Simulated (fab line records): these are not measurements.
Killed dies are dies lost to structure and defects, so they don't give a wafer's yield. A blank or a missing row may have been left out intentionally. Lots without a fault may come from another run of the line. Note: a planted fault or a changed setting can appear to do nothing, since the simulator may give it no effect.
fab line records	flow berkeleyCmos170
record: lots: 5	wafers: 23
route steps=331 shown GATE@133 PLDD@149 NLDD@162 PSD@178 NSD@195 BACKSIDE@202 SDANNEAL@204 CONTACT@217
startH: start of the lot's first displayed wafer, in hours after the record's first day	waitH: hours elapsed since this lot's preceding step	" identical to the entry in the row above	L1.1+2: several wafers, shown together as one row	- no value, or no start was given	* or withheld: withheld	< > ~ a bound
route shown NAME@n: a module of which the file shows steps, and the number in the route of the first	usual: the fault-free wafers' mean and standard deviation	same: alike in all rows	chamber/n: place in a boat	sites: per-site readings	_std_site: standard deviation of those values	_edge_site: outer sites' mean less inner sites'	radiusMm: for every site, how far away it sits from the centre of the wafer	mask NAME#n: copy n	behind: the most recent tool/chamber to have shaped the wafer	hold: the reason the lot was held/the length of the hold in hours/how it ended	device: transistor that didn't switch, given as n, p or np	end of line: the route-end tests of the same wafers	for a step that has no rows: nothing shown but its recipe	killed: the dies lost at the first sort to structure and to defects; this is not the yield of the wafer	map: a wafer's dies, marking killed ones x, the rest . and places with no die _
set.NAME: the setting the step ran with; set.NAME@STEP: the setting that earlier step ran with	model.NAME: the simulator's own value behind a step, which no gauge read
lots run with intentionally changed settings; tables by step, rows by wafer
== steps ==
step: UCB170_GATE_COAT_07
recipe: resist: KrF	spinRpm: 1500	resistThkNm: 900
lot.wafer	tool	chamber	startH	waitH	set.spinRpm	model.KrF_of_GATE_COAT_07.thkNm
L079.2	lithoTrack-01	0	-	-	1500	893.6
L079.3	"	0	"	"	1500	895
L079.4	"	0	"	"	1560	879.8
L079.5	"	0	"	"	1560	878.5
L079.6	"	0	"	"	1560	875.7
L081.1	lithoTrack-02	0	-	-	1402	923.7
L081.2	"	0	"	"	1500	897.5
L081.3	"	0	"	"	1402	927.1
L081.4	"	0	"	"	1402	928.1
L081.6	"	0	"	"	1500	897.1
L083.1	lithoTrack-03	0	-	-	1500	901.3
L083.4	"	0	"	"	1500	898.2
L083.5	"	0	"	"	1500	901.8
L084.2	lithoTrack-01	0	-	-	1500	899.4
L084.3	"	0	"	"	1570	877.9
L084.4	"	0	"	"	1500	894.8
L084.5	"	0	"	"	1500	898.4
L084.6	"	0	"	"	1570	878.4
L085.1	lithoTrack-01	0	-	-	1500	897.5
L085.2	"	0	"	"	1500	895.8
L085.3	"	0	"	"	1462	909.3
L085.4	"	0	"	"	1462	909.6
L085.5	"	0	"	"	1500	894.9
step: UCB170_PLDD_PEB_04
recipe: pebTempC: 130	pebTimeS: withheld	resist: KrF
lot.wafer	tool	chamber	startH	waitH	set.pebTempC
L079.2+3+6	lithoTrack-03	0	153.00	0.1	130
L079.4+5	"	0	"	"	127.1
L081.1+4+6	lithoTrack-03	0	161.26	0.3	133.7
L081.2+3	"	0	"	"	130
L083.1+4+5	lithoTrack-03	0	164.99	0.1	130
L084.2+5	lithoTrack-04	0	165.42	0.1	130
L084.3+4+6	"	0	"	"	127.6
L085.1+2+3	lithoTrack-04	0	184.64	0.1	132.1
L085.4+5	"	0	"	"	130
step: UCB170_PLDD_DEVELOP_05
recipe: developer: TMAH	developTimeS: 45	resist: KrF	devTempC: 21
step: UCB170_PLDD_CD_MEAS_06
recipe: targetCdNm: 1200
usual: cdNm: 1200.0/1.1
lot.wafer	tool	chamber	startH	waitH	set.pebTempC@PLDD_PEB_04	cdNm
L079.2	cdSem-02	-	153.27	-	130	1197.8
L079.3	"	-	"	"	130	1200.4
L079.4	"	-	"	"	127.1	1176.8
L079.5	"	-	"	"	127.1	1177.5
L079.6	"	-	"	"	130	1199.8
L081.1	cdSem-02	-	161.66	-	133.7	1220.3
L081.2	"	-	"	"	130	1198.3
L081.3	"	-	"	"	130	1199.9
L081.4	"	-	"	"	133.7	1221.4
L081.6	"	-	"	"	133.7	1220.9
L083.1	cdSem-02	-	165.26	-	130	1200.2
L083.4	"	-	"	"	130	1201.2
L083.5	"	-	"	"	130	1201.6
L084.2	cdSem-02	-	165.69	-	130	1202.2
L084.3	"	-	"	"	127.6	1182.4
L084.4	"	-	"	"	127.6	1183.1
L084.5	"	-	"	"	130	1201.3
L084.6	"	-	"	"	127.6	1185.1
L085.1	cdSem-02	-	184.91	-	132.1	1211.6
L085.2	"	-	"	"	132.1	1212.3
L085.3	"	-	"	"	132.1	1212.6
L085.4	"	-	"	"	130	1198.2
L085.5	"	-	"	"	130	1198.5
step: UCB170_NLDD_PEB_04
recipe: pebTempC: 130	pebTimeS: withheld	resist: KrF
lot.wafer	tool	chamber	startH	waitH	set.pebTempC
L079.2+4+6	lithoTrack-02	0	154.88	0.1	127.5
L079.3+5	"	0	"	"	130
L081.1+2+3+4+6	lithoTrack-01	0	163.17	0.1	130
L083.1+4+5	lithoTrack-04	0	166.74	0.1	130
L084.2+4+6	lithoTrack-01	0	167.18	0.1	127.2
L084.3+5	"	0	"	"	130
L085.1+2+3+4+5	lithoTrack-04	0	189.85	0.7	130
step: UCB170_NLDD_DEVELOP_05
recipe: developer: TMAH	developTimeS: 45	resist: KrF	devTempC: 21
step: UCB170_NLDD_CD_MEAS_06
recipe: targetCdNm: 1200
usual: cdNm: 1200.3/1.6
lot.wafer	tool	chamber	startH	waitH	set.pebTempC@NLDD_PEB_04	cdNm
L079.2	cdSem-02	-	155.18	-	127.5	1181.0
L079.3	"	-	"	"	130	1199.9
L079.4	"	-	"	"	127.5	1180.5
L079.5	"	-	"	"	130	1200.0
L079.6	"	-	"	"	127.5	1180.4
L081.1	cdSem-02	-	163.45	-	130	1200.1
L081.2	"	-	"	"	130	1200.9
L081.3	"	-	"	"	130	1201.1
L081.4	"	-	"	"	130	1201.4
L081.6	"	-	"	"	130	1200.3
L083.1	cdSem-01	-	167.02	-	130	1199.6
L083.4	"	-	"	"	130	1200.9
L083.5	"	-	"	"	130	1200.0
L084.2	cdSem-02	-	167.45	-	127.2	1179.0
L084.3	"	-	"	"	130	1200.5
L084.4	"	-	"	"	127.2	1180.7
L084.5	"	-	"	"	130	1201.6
L084.6	"	-	"	"	127.2	1178.7
L085.1	cdSem-02	-	190.13	-	130	1199.8
L085.2	"	-	"	"	130	1200.5
L085.3	"	-	"	"	130	1200.9
L085.4	"	-	"	"	130	1199.5
L085.5	"	-	"	"	130	1200.4
step: UCB170_PSD_EXPOSE_03
recipe: maskId: PSELECT_MOD	na: 0.5	sigmaOuter: 0.6	sourceShape: conventional	targetCdNm: 1200	doseMj: 30
lot.wafer	tool	chamber	startH	waitH	mask	set.doseMj
L079.2+3+4	krfScanner-02	0	160.91	0.2	PSELECT_MOD#0	30
L079.5+6	"	0	"	"	PSELECT_MOD#0	29.25
L081.1+6	krfScanner-02	0	169.14	0.1	PSELECT_MOD#0	30
L081.2+3+4	"	0	"	"	PSELECT_MOD#0	31.88
L083.1+4+5	krfScanner-02	0	173.39	0.1	PSELECT_MOD#0	30
L084.2+3+6	krfScanner-01	0	173.65	0.4	PSELECT_MOD#0	28.04
L084.4+5	"	0	"	"	PSELECT_MOD#0	30
L085.1+3+4	krfScanner-02	0	195.40	0.2	PSELECT_MOD#0	31.65
L085.2+5	"	0	"	"	PSELECT_MOD#0	30
step: UCB170_PSD_PEB_04
recipe: pebTempC: 130	pebTimeS: withheld	resist: KrF
step: UCB170_PSD_DEVELOP_05
recipe: developer: TMAH	developTimeS: 45	resist: KrF	devTempC: 21
step: UCB170_PSD_CD_MEAS_06
recipe: targetCdNm: 1200
usual: cdNm: 1200.1/1.4
lot.wafer	tool	chamber	startH	waitH	set.doseMj@PSD_EXPOSE_03	cdNm
L079.2	cdSem-02	-	161.44	-	30	1200.7
L079.3	"	-	"	"	30	1200.4
L079.4	"	-	"	"	30	1200.4
L079.5	"	-	"	"	29.25	1195.5
L079.6	"	-	"	"	29.25	1197.8
L081.1	cdSem-01	-	169.87	-	30	1197.9
L081.2	"	-	"	"	31.88	1210.6
L081.3	"	-	"	"	31.88	1208.9
L081.4	"	-	"	"	31.88	1208.7
L081.6	"	-	"	"	30	1198.0
L083.1	cdSem-02	-	173.95	-	30	1199.4
L083.4	"	-	"	"	30	1199.1
L083.5	"	-	"	"	30	1199.9
L084.2	cdSem-02	-	174.69	-	28.04	1188.9
L084.3	"	-	"	"	28.04	1188.6
L084.4	"	-	"	"	30	1201.6
L084.5	"	-	"	"	30	1200.7
L084.6	"	-	"	"	28.04	1188.7
L085.1	cdSem-01	-	196.00	-	31.65	1211.5
L085.2	"	-	"	"	30	1201.4
L085.3	"	-	"	"	31.65	1211.5
L085.4	"	-	"	"	31.65	1210.0
L085.5	"	-	"	"	30	1201.8
step: UCB170_PSD_IMPLANT_08
recipe: species: B	doseCm2: 3e+15	energyKev: 20	tiltDeg: 7
lot.wafer	tool	chamber	startH	waitH	set.doseCm2
L079.2+4+5	implanter-04	0	161.60	0.0	3e+15
L079.3+6	"	0	"	"	3.184e+15
L081.1+2+3+4+6	implanter-04	0	170.02	0.0	3e+15
L083.1+4+5	implanter-03	0	174.10	0.0	3e+15
L084.2+4+5	implanter-04	0	174.85	0.0	3.124e+15
L084.3+6	"	0	"	"	3e+15
L085.1+3	implanter-04	0	196.16	0.0	3.14e+15
L085.2+4+5	"	0	"	"	3e+15
step: UCB170_PSD_STRIP_09
recipe: chemistry: O2	powerW: 400	pressureMtorr: 3500	platenTempC: withheld	o2FlowSccm: 400	overashFraction: 0.5
usual: stripTimeToEndpointS: 29.39/0.097
lot.wafer	tool	chamber	startH	waitH	set.doseCm2@PSD_IMPLANT_08	stripTimeToEndpointS
L079.2	plasmaAsher-03	0	161.72	0.1	3e+15	29.26
L079.3	"	0	"	"	3.184e+15	30.01
L079.4	"	1	"	"	3e+15	29.29
L079.5	"	0	"	"	3e+15	29.33
L079.6	"	1	"	"	3.184e+15	29.92
L081.1	plasmaAsher-03	0	170.17	0.1	3e+15	29.45
L081.2	"	1	"	"	3e+15	29.37
L081.3	"	1	"	"	3e+15	29.47
L081.4	"	0	"	"	3e+15	29.46
L081.6	"	1	"	"	3e+15	29.43
L083.1	plasmaAsher-01	0	174.25	0.1	3e+15	29.46
L083.4	"	1	"	"	3e+15	29.40
L083.5	"	0	"	"	3e+15	29.38
L084.2	plasmaAsher-01	1	174.98	0.1	3.124e+15	29.94
L084.3	"	0	"	"	3e+15	29.55
L084.4	"	1	"	"	3.124e+15	29.94
L084.5	"	0	"	"	3.124e+15	29.91
L084.6	"	1	"	"	3e+15	29.51
L085.1	plasmaAsher-01	0	196.31	0.1	3.14e+15	29.90
L085.2	"	1	"	"	3e+15	29.42
L085.3	"	0	"	"	3.14e+15	29.91
L085.4	"	1	"	"	3e+15	29.34
L085.5	"	0	"	"	3e+15	29.41
step: UCB170_PSD_TW_MEAS_10
usual: PSD_TW: 2336/19
lot.wafer	tool	chamber	startH	waitH	set.doseCm2@PSD_IMPLANT_08	PSD_TW
L079.2	filmMetro-03	-	161.83	0.1	3e+15	2369
L079.3	"	-	"	"	3.184e+15	2394
L079.4	"	-	"	"	3e+15	2350
L079.5	"	-	"	"	3e+15	2358
L079.6	"	-	"	"	3.184e+15	2402
L081.1	filmMetro-01	-	170.27	0.1	3e+15	2312
L081.2	"	-	"	"	3e+15	2316
L081.3	"	-	"	"	3e+15	2300
L081.4	"	-	"	"	3e+15	2303
L081.6	"	-	"	"	3e+15	2311
L083.1	filmMetro-03	-	174.35	0.1	3e+15	2355
L083.4	"	-	"	"	3e+15	2346
L083.5	"	-	"	"	3e+15	2356
L084.2	filmMetro-03	-	175.09	0.1	3.124e+15	2396
L084.3	"	-	"	"	3e+15	2362
L084.4	"	-	"	"	3.124e+15	2396
L084.5	"	-	"	"	3.124e+15	2384
L084.6	"	-	"	"	3e+15	2365
L085.1	filmMetro-04	-	196.41	0.1	3.14e+15	2357
L085.2	"	-	"	"	3e+15	2327
L085.3	"	-	"	"	3.14e+15	2346
L085.4	"	-	"	"	3e+15	2329
L085.5	"	-	"	"	3e+15	2309
step: UCB170_NSD_IMPLANT_08
recipe: species: P	doseCm2: 3e+15	energyKev: 40	tiltDeg: 7
lot.wafer	tool	chamber	startH	waitH	set.energyKev	model.implant.rpNm	model.implant.drpNm
L079.2+5	implanter-02	0	164.47	0.0	40	46	21.16
L079.3+4+6	"	0	"	"	41.34	47.52	21.75
L081.1+4	implanter-02	0	173.10	0.0	37.73	46.27	20.13
L081.2+3+6	"	0	"	"	40	48.99	21.16
L083.1+4+5	implanter-04	0	177.28	0.0	40	48.32	21.16
L084.2+3+4+5+6	implanter-02	0	177.58	0.0	40	48.58	21.16
L085.1+2	implanter-04	0	200.06	0.0	37.62	44.71	20.08
L085.3+4+5	"	0	"	"	40	47.48	21.16
step: UCB170_NSD_STRIP_09
recipe: chemistry: O2	powerW: 400	pressureMtorr: 3500	platenTempC: withheld	o2FlowSccm: 400	overashFraction: 0.5
usual: stripTimeToEndpointS: 35.78/0.073
lot.wafer	tool	chamber	startH	waitH	set.energyKev@NSD_IMPLANT_08	stripTimeToEndpointS
L079.2	plasmaAsher-01	1	164.60	0.1	40	35.89
L079.3	"	0	"	"	41.34	36.24
L079.4	"	1	"	"	41.34	36.36
L079.5	"	1	"	"	40	35.81
L079.6	"	0	"	"	41.34	36.21
L081.1	plasmaAsher-01	1	173.25	0.1	37.73	34.94
L081.2	"	0	"	"	40	35.81
L081.3	"	1	"	"	40	35.74
L081.4	"	0	"	"	37.73	34.98
L081.6	"	0	"	"	40	35.74
L083.1	plasmaAsher-01	0	177.43	0.1	40	35.63
L083.4	"	1	"	"	40	35.69
L083.5	"	1	"	"	40	35.72
L084.2	plasmaAsher-03	0	177.71	0.1	40	35.86
L084.3	"	0	"	"	40	35.80
L084.4	"	1	"	"	40	35.80
L084.5	"	1	"	"	40	35.79
L084.6	"	0	"	"	40	35.87
L085.1	plasmaAsher-01	1	200.21	0.1	37.62	34.96
L085.2	"	0	"	"	37.62	35.02
L085.3	"	0	"	"	40	35.84
L085.4	"	1	"	"	40	35.77
L085.5	"	1	"	"	40	35.76
step: UCB170_NSD_TW_MEAS_10
usual: NSD_TW: 4177/29
lot.wafer	tool	chamber	startH	waitH	set.energyKev@NSD_IMPLANT_08	NSD_TW
L079.2	filmMetro-03	-	164.71	0.1	40	4214
L079.3	"	-	"	"	41.34	4254
L079.4	"	-	"	"	41.34	4271
L079.5	"	-	"	"	40	4210
L079.6	"	-	"	"	41.34	4239
L081.1	filmMetro-01	-	173.35	0.1	37.73	4067
L081.2	"	-	"	"	40	4150
L081.3	"	-	"	"	40	4161
L081.4	"	-	"	"	37.73	4100
L081.6	"	-	"	"	40	4168
L083.1	filmMetro-04	-	177.53	0.1	40	4187
L083.4	"	-	"	"	40	4203
L083.5	"	-	"	"	40	4182
L084.2	filmMetro-01	-	177.82	0.1	40	4175
L084.3	"	-	"	"	40	4134
L084.4	"	-	"	"	40	4172
L084.5	"	-	"	"	40	4170
L084.6	"	-	"	"	40	4146
L085.1	filmMetro-01	-	200.31	0.1	37.62	4078
L085.2	"	-	"	"	37.62	4096
L085.3	"	-	"	"	40	4167
L085.4	"	-	"	"	40	4170
L085.5	"	-	"	"	40	4161
step: UCB170_BACKSIDE_STRIP_03
recipe: chemistry: O2	powerW: 400	pressureMtorr: 3500	platenTempC: withheld	o2FlowSccm: 400	overashFraction: 0.5
usual: oesProductAu: 0.735/0.0049	stripTimeToEndpointS: 21.96/0.062
lot.wafer	tool	chamber	startH	waitH	set.powerW	oesProductAu	stripTimeToEndpointS
L079.2	plasmaAsher-02	1	165.38	0.1	367.9	0.710	23.38
L079.3	"	1	"	"	400	0.733	21.88
L079.4	"	0	"	"	367.9	0.707	23.40
L079.5	"	1	"	"	400	0.741	21.92
L079.6	"	0	"	"	400	0.729	21.99
L081.1	plasmaAsher-03	0	174.92	0.1	426.3	0.769	20.97
L081.2	"	1	"	"	426.3	0.757	20.99
L081.3	"	1	"	"	400	0.742	21.98
L081.4	"	0	"	"	400	0.736	21.94
L081.6	"	0	"	"	426.3	0.756	20.93
L083.1	plasmaAsher-02	1	178.21	0.1	400	0.731	21.95
L083.4	"	1	"	"	400	0.737	22.03
L083.5	"	0	"	"	400	0.741	22.03
L084.2	plasmaAsher-02	0	178.66	0.1	400	0.735	21.90
L084.3	"	0	"	"	400	0.732	21.84
L084.4	"	1	"	"	400	0.740	21.96
L084.5	"	1	"	"	400	0.725	21.92
L084.6	"	0	"	"	400	0.735	21.99
L085.1	plasmaAsher-02	0	203.71	0.1	437.1	0.777	20.53
L085.2	"	1	"	"	400	0.739	21.95
L085.3	"	1	"	"	400	0.735	21.96
L085.4	"	0	"	"	437.1	0.774	20.55
L085.5	"	0	"	"	437.1	0.773	20.55
step: UCB170_BACKSIDE_CLEAN_04
recipe: chemistry: SPM	tempC: 120	timeS: 600
step: UCB170_SDANNEAL_RTA_00
recipe: tempC: 900	timeS: 10	ambient: N2
step: UCB170_SDANNEAL_RTA_01
recipe: tempC: 1050	timeS: 5	ambient: N2
step: UCB170_SDANNEAL_RS_MEAS_02
recipe: thkMeasGauge: four-point-probe
usual: PSD_RS: 75.66/0.29
lot.wafer	tool	chamber	startH	waitH	set.doseCm2@PSD_IMPLANT_08	PSD_RS[ohm/sq]
L079.2	filmMetro-04	-	165.80	0.1	3e+15	75.57
L079.3	"	-	"	"	3.184e+15	72.16
L079.4	"	-	"	"	3e+15	75.67
L079.5	"	-	"	"	3e+15	75.41
L079.6	"	-	"	"	3.184e+15	72.10
L081.1	filmMetro-01	-	175.48	0.0	3e+15	75.62
L081.2	"	-	"	"	3e+15	75.53
L081.3	"	-	"	"	3e+15	75.38
L081.4	"	-	"	"	3e+15	75.65
L081.6	"	-	"	"	3e+15	75.48
L083.1	filmMetro-04	-	179.61	0.0	3e+15	75.24
L083.4	"	-	"	"	3e+15	75.59
L083.5	"	-	"	"	3e+15	75.73
L084.2	filmMetro-01	-	179.63	0.1	3.124e+15	72.91
L084.3	"	-	"	"	3e+15	75.35
L084.4	"	-	"	"	3.124e+15	73.08
L084.5	"	-	"	"	3.124e+15	72.66
L084.6	"	-	"	"	3e+15	75.02
L085.1	filmMetro-04	-	206.09	0.0	3.14e+15	73.14
L085.2	"	-	"	"	3e+15	75.61
L085.3	"	-	"	"	3.14e+15	73.23
L085.4	"	-	"	"	3e+15	75.96
L085.5	"	-	"	"	3e+15	75.71
step: UCB170_SDANNEAL_RS_MEAS_03
recipe: thkMeasGauge: four-point-probe
usual: NSD_RS: 37.29/0.085
lot.wafer	tool	chamber	startH	waitH	set.energyKev@NSD_IMPLANT_08	NSD_RS[ohm/sq]
L079.2	filmMetro-04	-	165.92	0.1	40	37.24
L079.3	"	-	"	"	41.34	36.85
L079.4	"	-	"	"	41.34	36.77
L079.5	"	-	"	"	40	37.22
L079.6	"	-	"	"	41.34	36.92
L081.1	filmMetro-01	-	175.60	0.1	37.73	38.00
L081.2	"	-	"	"	40	37.31
L081.3	"	-	"	"	40	37.30
L081.4	"	-	"	"	37.73	37.89
L081.6	"	-	"	"	40	37.29
L083.1	filmMetro-04	-	179.73	0.1	40	37.17
L083.4	"	-	"	"	40	37.20
L083.5	"	-	"	"	40	37.27
L084.2	filmMetro-01	-	179.75	0.1	40	37.36
L084.3	"	-	"	"	40	37.42
L084.4	"	-	"	"	40	37.41
L084.5	"	-	"	"	40	37.23
L084.6	"	-	"	"	40	37.28
L085.1	filmMetro-04	-	206.21	0.1	37.62	37.94
L085.2	"	-	"	"	37.62	37.99
L085.3	"	-	"	"	40	37.28
L085.4	"	-	"	"	40	37.28
L085.5	"	-	"	"	40	37.32
step: UCB170_CONTACT_CVD_01
recipe: material: PSG	targetThkNm: 700	tempC: 450	precursor: SiH4/O2/PH3	timeS: 2820	pressureMtorr: 300	sih4FlowSccm: 60	o2FlowSccm: 90	ph3FlowSccm: 25
lot.wafer	tool	chamber	startH	waitH	set.timeS	model.PSG_of_CONTACT_CVD_01.thkNm
L079.2	-	-	-	0.0	3240	804.2
L079.3	"	-	"	"	3240	803
L079.4	"	-	"	"	3240	803.7
L079.5	"	-	"	"	3240	806.8
L079.6	"	-	"	"	3240	807.3
L081.1	-	-	-	0.2	2497	623.1
L081.2	"	-	"	"	2497	626.4
L081.3	"	-	"	"	2497	620.6
L081.4	"	-	"	"	2497	621
L081.6	"	-	"	"	2497	619.6
L083.1	lpcvd-01	1	181.22	0.1	2820	709.6
L083.4	"	1	"	"	2820	713.4
L083.5	"	1	"	"	2820	712.2
L084.2	-	-	-	0.1	2820	703.8
L084.3	"	-	"	"	2820	700.8
L084.4	"	-	"	"	2820	694.3
L084.5	"	-	"	"	2820	699
L084.6	"	-	"	"	2820	695.4
L085.1	-	-	-	0.7	3145	774.2
L085.2	"	-	"	"	3145	778.9
L085.3	"	-	"	"	3145	783
L085.4	"	-	"	"	3145	783.5
L085.5	"	-	"	"	3145	778.7
step: UCB170_CONTACT_THK_MEAS_02
recipe: reads: PSG_of_CONTACT_CVD_01
usual: CONTACT_PSG_THK: 700/5.6
lot.wafer	tool	chamber	startH	waitH	set.timeS@CONTACT_CVD_01	CONTACT_PSG_THK[nm]
L079.2	filmMetro-03	-	-	-	3240	805
L079.3	"	-	"	"	3240	802
L079.4	"	-	"	"	3240	804
L079.5	"	-	"	"	3240	806
L079.6	"	-	"	"	3240	808
L081.1	filmMetro-03	-	-	-	2497	623
L081.2	"	-	"	"	2497	627
L081.3	"	-	"	"	2497	621
L081.4	"	-	"	"	2497	620
L081.6	"	-	"	"	2497	619
L083.1	filmMetro-01	-	183.01	0.0	2820	710
L083.4	"	-	"	"	2820	713
L083.5	"	-	"	"	2820	712
L084.2	filmMetro-02	-	-	-	2820	704
L084.3	"	-	"	"	2820	701
L084.4	"	-	"	"	2820	694
L084.5	"	-	"	"	2820	699
L084.6	"	-	"	"	2820	695
L085.1	filmMetro-02	-	-	-	3145	775
L085.2	"	-	"	"	3145	779
L085.3	"	-	"	"	3145	783
L085.4	"	-	"	"	3145	784
L085.5	"	-	"	"	3145	779
== key ==
split: step: UCB170_GATE_COAT_07	setting: spinRpm	stated: 1500	by: wafer
response: step: UCB170_GATE_COAT_07	reading: model.KrF_of_GATE_COAT_07.thkNm	change: -4.36	per: 1%	r: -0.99
split: step: UCB170_PLDD_PEB_04	setting: pebTempC	stated: 130	by: wafer
response: step: UCB170_PLDD_CD_MEAS_06	reading: cdNm	change: +8.77	per: 1%	r: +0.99
split: step: UCB170_NLDD_PEB_04	setting: pebTempC	stated: 130	by: wafer
response: step: UCB170_NLDD_CD_MEAS_06	reading: cdNm	change: +10	per: 1%	r: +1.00
split: step: UCB170_PSD_EXPOSE_03	setting: doseMj	stated: 30	by: wafer
response: step: UCB170_PSD_CD_MEAS_06	reading: cdNm	change: +1.81	per: 1%	r: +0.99
split: step: UCB170_PSD_IMPLANT_08	setting: doseCm2	stated: 3e+15	by: wafer
response: step: UCB170_PSD_STRIP_09	reading: stripTimeToEndpointS	change: *	per: 1%	r: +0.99
response: step: UCB170_PSD_TW_MEAS_10	reading: PSD_TW	change: +6.49	per: 1%	r: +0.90
response: step: UCB170_SDANNEAL_RS_MEAS_02	reading: PSD_RS	change: -0.556	per: 1%	r: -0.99
split: step: UCB170_NSD_IMPLANT_08	setting: energyKev	stated: 40	by: wafer
response: step: UCB170_NSD_IMPLANT_08	reading: model.implant.rpNm	change: +0.47	per: 1%	r: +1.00
response: step: UCB170_NSD_IMPLANT_08	reading: model.implant.drpNm	change: +0.181	per: 1%	r: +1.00
response: step: UCB170_NSD_STRIP_09	reading: stripTimeToEndpointS	change: *	per: 1%	r: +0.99
response: step: UCB170_NSD_TW_MEAS_10	reading: NSD_TW	change: +13.3	per: 1%	r: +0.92
response: step: UCB170_SDANNEAL_RS_MEAS_03	reading: NSD_RS	change: -0.113	per: 1%	r: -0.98
split: step: UCB170_BACKSIDE_STRIP_03	setting: powerW	stated: 400	by: wafer
response: step: UCB170_BACKSIDE_STRIP_03	reading: oesProductAu	change: +0.00363	per: 1%	r: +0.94
response: step: UCB170_BACKSIDE_STRIP_03	reading: stripTimeToEndpointS	change: *	per: 1%	r: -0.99
split: step: UCB170_CONTACT_CVD_01	setting: timeS	stated: 2820	by: lot
response: step: UCB170_CONTACT_CVD_01	reading: model.PSG_of_CONTACT_CVD_01.thkNm	change: +6.88	per: 1%	r: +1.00
response: step: UCB170_CONTACT_THK_MEAS_02	reading: CONTACT_PSG_THK	change: +6.89	per: 1%	r: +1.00
